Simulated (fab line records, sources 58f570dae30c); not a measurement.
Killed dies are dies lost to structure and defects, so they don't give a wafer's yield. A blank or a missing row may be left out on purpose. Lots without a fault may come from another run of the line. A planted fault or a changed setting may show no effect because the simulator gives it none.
A struck lot beside a sound one | flow berkeley_cmos170 | 11 steps out of a route of 331
Sound: wafers L351.3, L351.4, L351.6. Struck: wafers L347.1, L347.4, L347.6. The cause comes at the end.
At each step with rows: each side's tool, then ch and its chambers, then its first start. Under that, the readings that differ: sound wafers | struck wafers | difference of the means | sigmas: that difference in standard deviations of wafers without a fault.
alike: readings whose means differ by less than 2 such deviations, and words and numbers that are the same on both sides. not compared: withheld readings, readings that some wafer has no value for, bounds like >300 that may hide the same value, and numbers for which the record gives no deviation and whose values overlap.
The two part at a step that has a row with sigmas, a row that says differs or no value, or rows on one side only. Numbers that don't overlap but have no deviation are shown without sigmas and don't part them. A reading that every wafer of one side lacks parts them only if that side has two wafers or more.

UCB170_START_BOW_MEAS_00:
  sound on film_metro-03, day 5 19:02; struck on film_metro-02, day 4 23:00
  alike: INCOMING_BOW
then, 2 steps without rows for these wafers: UCB170_START_CLEAN_01 (cleans in dHF, time 60 s); UCB170_START_OXIDATION_02 (target thk 20 nm, ox time 1800 s).
UCB170_START_THK_MEAS_03:
  sound on film_metro-04, day 5 21:32; struck on film_metro-02, day 5 03:41
  alike: START_OXIDE_THK
then, 5 steps without rows for these wafers: UCB170_START_ANNEAL_04 (time 1200 s); UCB170_ZERO_HMDS_00 (prime time 60 s); UCB170_ZERO_COAT_01 (resist thk 900 nm); UCB170_ZERO_SOFTBAKE_02 (time 60 s); UCB170_ZERO_EXPOSE_03 (exposes mask PM MARKS, target cd 4000 nm).
UCB170_ZERO_PEB_04:
  sound on litho_track-02 ch 0, day 6 03:18; struck on litho_track-02, day 5 09:38
  no value came back on the struck wafers for chill_plate_temp_C (C), exhaust_pa (Pa); on the sound wafers chill_plate_temp_C (C) reads 23.09 23.09 23.04
then, 1 step without rows for these wafers: UCB170_ZERO_DEVELOP_05 (develop time 45 s).

WHERE THEY PART
Only at UCB170_ZERO_PEB_04, within this record.

WHY: what the simulator had put in
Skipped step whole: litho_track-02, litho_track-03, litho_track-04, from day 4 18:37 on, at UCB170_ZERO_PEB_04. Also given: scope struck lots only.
